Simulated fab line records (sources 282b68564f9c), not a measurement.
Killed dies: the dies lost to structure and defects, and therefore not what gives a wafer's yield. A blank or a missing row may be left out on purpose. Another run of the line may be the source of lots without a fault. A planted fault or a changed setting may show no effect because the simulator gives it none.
Comparing a struck lot with a sound one || flow rit_cmos || 19 out of 202 route steps
Sound: wafers L862.1, L862.4, L862.6. Struck: wafers L871.2, L871.5, L871.6. The cause is named last.
For every step that has rows: the tool of each side, followed by ch and its chambers, followed by its first start. Under that, the readings that differ: sound wafers || struck wafers || difference of the means || sigmas: that difference in standard deviations of wafers without a fault.
alike: same words and numbers on both sides, and readings whose means sit less than 2 such deviations apart. not compared: any withheld reading, any reading some wafer has no value for, any bound like >300 that may hide the same value, and any number with overlapping values for which the record gives no deviation.
Wherever a step has rows on one side only, a row that says differs or no value, or a row with sigmas, the two part there. Non-overlapping numbers with no deviation appear without sigmas and do not part them. A reading that every wafer of one side lacks parts them only if that side has two wafers or more.

first, 4 steps without rows for these wafers: RIT_PSD_SOFTBAKE_02 (time 60 s); RIT_PSD_EXPOSE_03 (exposes mask M10, target cd 40900 nm); RIT_PSD_PEB_04; RIT_PSD_DEVELOP_05 (develop time 50 s).
RIT_PSD_OVL_MEAS_06:
  sound on overlay-02, day 4 03:52; struck on overlay-01, day 5 18:55
{"reading": "PSD_OVL (nm)", "sound": "-1.6 -1.0 -1.4", "struck": "2.3 2.5 2.9", "difference": "+3.9", "sigmas": "+3"}
then, 2 steps without rows for these wafers: RIT_PSD_HARDBAKE_07 (time 60 s); RIT_PSD_IMPLANT_08.
RIT_PSD_STRIP_09: strips in O2, time 180 s.
  sound on plasma_asher-02 ch 0,1, day 4 04:16; struck on plasma_asher-01 ch 0,1, day 5 19:15
  alike: drypump_motor_current_A
  not compared: rf_hours_counter_h
RIT_PSD_TW_MEAS_10:
  sound on film_metro-02, day 4 04:26; struck on film_metro-04, day 5 19:26
{"reading": "PSD_TW", "sound": "3440 3448 3444", "struck": "3378 3373 3383", "difference": -66, "sigmas": -2}
then, 3 steps without rows for these wafers: RIT_SDANNEAL_CLEAN_00 (cleans in SC1, time 600 s); RIT_SDANNEAL_CLEAN_01 (cleans in dHF, time 30 s); RIT_SDANNEAL_CLEAN_02 (cleans in SC2, time 600 s).
RIT_SDANNEAL_RTA_03: time 5 s.
  sound on rtp_anneal-02 ch 0, day 4 04:53; struck on rtp_anneal-01 ch 0, day 5 19:52
  alike: ramp_down_c_per_s, wafer_temp_C_max
RIT_SDANNEAL_RS_MEAS_04: measurement is done with a four-point probe.
  sound on film_metro-04, day 4 04:57; struck on film_metro-02, day 5 19:56
{"reading": "PSD_RS (ohm/sq)", "sound": "115.20 115.31 115.26", "struck": "72.60 72.66 73.03", "difference": -42.49, "sigmas": "-99 or more"}
RIT_SDANNEAL_RS_MEAS_05: measurement is done with a four-point probe.
  sound on film_metro-04, day 4 05:04; struck on film_metro-02, day 5 20:03
{"reading": "NSD_RS (ohm/sq)", "sound": "84.1 84.4 84.7", "struck": "76.6 76.7 76.6", "difference": -7.8, "sigmas": -25}
RIT_SDANNEAL_RS_MEAS_06: measurement is done with a four-point probe.
  sound on film_metro-04, day 4 05:11; struck on film_metro-02, day 5 20:10
{"reading": "PLDD_RS (ohm/sq)", "sound": "178.6 178.3 178.7", "struck": "141.2 140.9 141.0", "difference": -37.5, "sigmas": -89}
RIT_SDANNEAL_RS_MEAS_07: measurement is done with a four-point probe.
  sound on film_metro-04, day 4 05:19; struck on film_metro-02, day 5 20:17
{"reading": "NLDD_RS (ohm/sq)", "sound": "150.6 150.3 150.4", "struck": "143.0 142.7 142.5", "difference": -7.7, "sigmas": -12}
then, 1 step without rows for these wafers: RIT_SILICIDE_WET_ETCH_00 (etches SiO2 in BOE, target depth 14 nm, time 15 s).
RIT_M1_PROBE_99:
  sound on prober-02, day 4 12:43; struck on prober-02, day 6 03:19
  alike: killed_at_M0_to_M3, killed_at_contacts, killed_at_front_end, killed_dies, killed_open, killed_short

## WHERE THEY PART
First at RIT_PSD_OVL_MEAS_06; last, within this record, at RIT_SDANNEAL_RS_MEAS_07. Later steps at which nothing parts them and some readings are alike: RIT_M1_PROBE_99.

WHY: what had been put in by the simulator
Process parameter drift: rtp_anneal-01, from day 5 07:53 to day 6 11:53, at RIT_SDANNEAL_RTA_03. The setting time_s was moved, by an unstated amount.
